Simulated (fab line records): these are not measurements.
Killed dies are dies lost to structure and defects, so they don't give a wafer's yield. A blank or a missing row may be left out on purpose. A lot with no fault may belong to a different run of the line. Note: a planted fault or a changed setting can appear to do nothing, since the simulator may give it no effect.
8D (eight disciplines) problem report, filled in by code :: flow berkeleyCmos170 :: the parts of the form that need people (team, actions taken, sign-off) are left out

== 1. THE ISSUE ==
Mean of oesProductAu at UCB170_GATE_ETCH_14: 1.242 a.u. across 6 wafers in 2 lots; on wafers with no fault it is 1.013 a.u. (standard deviation 0.024). That is +9.6 standard deviations from the usual mean.
The step: etches BARC in N2/H2.
First seen on wafer L884.1, day 10 01:34, on rieDiel-03. The record has a number at this step for 42 wafers belonging to 14 lots. Rule for "out", or "out of limits": more than 4 standard deviations from the usual mean. Any other wafer with a number is counted as sound.

== 2. WHAT IT IS; WHAT IT IS NOT ==
question: which readings at this step
is: oesProductAu
is not: drypumpMotorCurrentA, throttleValvePct

question: which lots
is: L884, L885
is not: L870, L871, L872, L874, L875, L876, L877, L887, L888, L889, L892, L893

question: which wafers of those lots
is: all that have a number
is not: -

question: read on which tools
is: rieDiel-03
is not: rieDiel-02, rieDiel-04

question: when
is: from day 10 01:34
is not: up to then (21 sound wafers); but 15 sound wafers of L887, L888, L889, L892, L893 came after

== 3. THE SUSPECTS, EACH WITH WHAT RULES IT OUT ==
Counting: any tool at a process step up to the reading is kept as a suspect provided that every lot that is out went through it and no sound lot did after the first of them.
- rieDiel-03 at UCB170_GATE_ETCH_14 (etches BARC in N2/H2): kept. Every lot that is out went through it, starting with L884 (day 10 01:34), and after that it ran no sound lot; the last sound lot it ran before then is L877 (day 8 13:26). Out on those wafers are its own readings of oesProductAu.
The count leaves rieDiel-03 at UCB170_GATE_ETCH_14.

== 4. THE CAUSE (what the simulator had put in) ==
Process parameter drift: rieDiel-03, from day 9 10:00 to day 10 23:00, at UCB170_GATE_ETCH_14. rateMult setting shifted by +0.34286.
The count eliminated every tool but this one.

== 5. THE CHAIN OF EFFECTS, in route order ==
One row per reading whose mean, taken over the struck wafers that have a number, lies over 3 standard deviations from the usual. Only readings whose record carries a usual standard deviation are examined. hours: median over the lots of the time between each lot's start at the first step of this table that gives one and its start at this step. sigmas: the change, counted in usual standard deviations.
hours: 0
step: UCB170_GATE_ETCH_14
reading: oesProductAu
usual: 1.013 a.u.
on struck wafers: 1.242
change: +0.230
sigmas: +9.6
It contains these process steps:
- UCB170_GATE_ETCH_14: etches BARC in N2/H2.

== 6. HOW IT WOULD HAVE BEEN CAUGHT EARLIER ==
First out-of-limits reading in this record: day 10 01:34, which is 16 hours after fault onset at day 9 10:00.
